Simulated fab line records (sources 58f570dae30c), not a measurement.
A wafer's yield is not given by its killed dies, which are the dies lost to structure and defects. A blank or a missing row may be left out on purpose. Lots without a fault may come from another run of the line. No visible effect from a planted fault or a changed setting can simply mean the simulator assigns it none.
Which of the tools did it? + flow berkeleyCmos170 + 7 lots (21 wafers sampled), 1 step of a 331-step route

## WHAT THE GAUGES READ, wafer by wafer
UCB170_NSD_OVL_MEAS_07.
| lot  | measured     | on         | NSD_OVL (nm) |
|------|--------------|------------|--------------|
| L457 | day 7 11:13  | overlay-01 | -8 -1 -5     |
| L462 | day 8 13:32  | overlay-02 | -4 -1 -6     |
| L463 | day 9 03:53  | overlay-02 | 8 1 2        |
| L464 | day 9 04:02  | overlay-02 | -9 -6 -6     |
| L475 | day 11 14:43 | overlay-01 | -4 -5 1      |
| L479 | day 12 21:55 | overlay-02 | -2 2 -1      |
| L480 | day 12 22:08 | overlay-02 | 0 1 1        |

## WHAT TOOL EACH LOT RAN ON (gives the tool, then ch and the chambers of the sampled wafers, and finally the start)
The record shows no process step preceding these readings.

## THE ANSWER, worked out from the rows above alone
Rule: what is usual is taken from the lots themselves. Put in order of their means at a reading, lots are off if they are a third of the lots or fewer, leave a main group of 4 or more, and stand apart from it by a gap of 3 or more times the standard deviation of the main group's means; of several such gaps the widest counts. If all means in a main group match to the digits the tables above print for the reading, that group is not used. A lot without any number at a reading at which 4 lots or more have one is off too. All remaining lots with rows at the step are treated as sound.
Across all readings shown, no lot is off: no conclusion can be drawn from this.

## WHAT THE SIMULATOR PUT IN
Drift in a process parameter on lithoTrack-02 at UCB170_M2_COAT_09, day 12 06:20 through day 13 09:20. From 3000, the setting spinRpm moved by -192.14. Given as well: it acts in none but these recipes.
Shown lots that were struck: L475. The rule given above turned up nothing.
